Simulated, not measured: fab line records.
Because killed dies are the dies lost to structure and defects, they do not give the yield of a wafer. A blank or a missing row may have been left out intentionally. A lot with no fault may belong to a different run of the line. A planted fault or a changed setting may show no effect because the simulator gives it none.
2 desks, one fault || flow berkeleyCmos170 || numbers are kept per desk, each desk with only its own; the story behind them comes last

== FOR THE TOOL OWNER'S DESK: cmp-01 ==
The tool's own readings at UCB170_V1_CMP_02 (polishes SiO2): means of the sampled wafers that have a number, for each lot that ran on this tool. The brackets show how far a lot's mean lies from the usual mean; more than 4 standard deviations puts the lot out of limits, marked OUT.
Columns: A = motorCurrentA at UCB170_V1_CMP_02, usual 16.2 A; B = slurryFilterDpKPa at UCB170_V1_CMP_02, usual 13.49 kPa; C = slurryFlowMlMin at UCB170_V1_CMP_02, usual 150.0
{"lot": "L481", "first seen here": "day 7 04:01", "A": 16.2, "B": 13.52, "C": 149.9}
{"lot": "L482", "first seen here": "day 8 01:16", "A": 16.3, "B": 13.50, "C": 150.1}
{"lot": "L485", "first seen here": "day 8 10:47", "A": 16.1, "B": 13.61, "C": 149.8}
{"lot": "L487", "first seen here": "day 8 20:13", "A": 15.9, "B": 13.59, "C": 149.8}
{"lot": "L498", "first seen here": "day 11 10:07", "A": 16.3, "B": 13.55, "C": 150.2}
{"lot": "L500", "first seen here": "day 11 14:51", "A": 16.2, "B": 13.43, "C": 149.7}
{"lot": "L501", "first seen here": "day 11 20:30", "A": 15.9, "B": 13.39, "C": 150.2}
Result from this desk: across the 7 lots, nothing is out of limits.

== METROLOGY DESK ==
Means of the sampled wafers that have a number, per lot and without regard to the tool the lot ran on: this is what the gauges read. The brackets show how far a lot's mean lies from the usual mean; more than 4 standard deviations puts the lot out of limits, marked OUT.
Columns: A = V2_BOW at UCB170_V2_BOW_MEAS_03, usual 35 um
{"lot": "L481", "first seen here": "day 7 12:47", "A": 30}
{"lot": "L480", "first seen here": "day 7 13:02", "A": 38}
{"lot": "L482", "first seen here": "day 8 06:58", "A": 32}
{"lot": "L483", "first seen here": "day 8 10:41", "A": 37}
{"lot": "L485", "first seen here": "day 8 17:04", "A": 32}
{"lot": "L484", "first seen here": "day 8 17:53", "A": 38}
{"lot": "L487", "first seen here": "day 9 03:40", "A": 22}
{"lot": "L495", "first seen here": "day 10 23:21", "A": 30}
{"lot": "L494", "first seen here": "day 10 23:55", "A": 37}
{"lot": "L498", "first seen here": "day 11 17:36", "A": 29}
{"lot": "L499", "first seen here": "day 11 21:34", "A": 42}
{"lot": "L500", "first seen here": "day 11 21:57", "A": 33}
{"lot": "L501", "first seen here": "day 12 04:25", "A": 37}
{"lot": "L503", "first seen here": "day 12 05:47", "A": 41}
Result from this desk: across the 14 lots, nothing is out of limits.

== TAKEN TOGETHER ==
Nothing out of limits was seen by the tool owner's desk.
From the metrology desk's view, nothing was out of limits.

== WHAT THE SIMULATOR HAD INSERTED ==
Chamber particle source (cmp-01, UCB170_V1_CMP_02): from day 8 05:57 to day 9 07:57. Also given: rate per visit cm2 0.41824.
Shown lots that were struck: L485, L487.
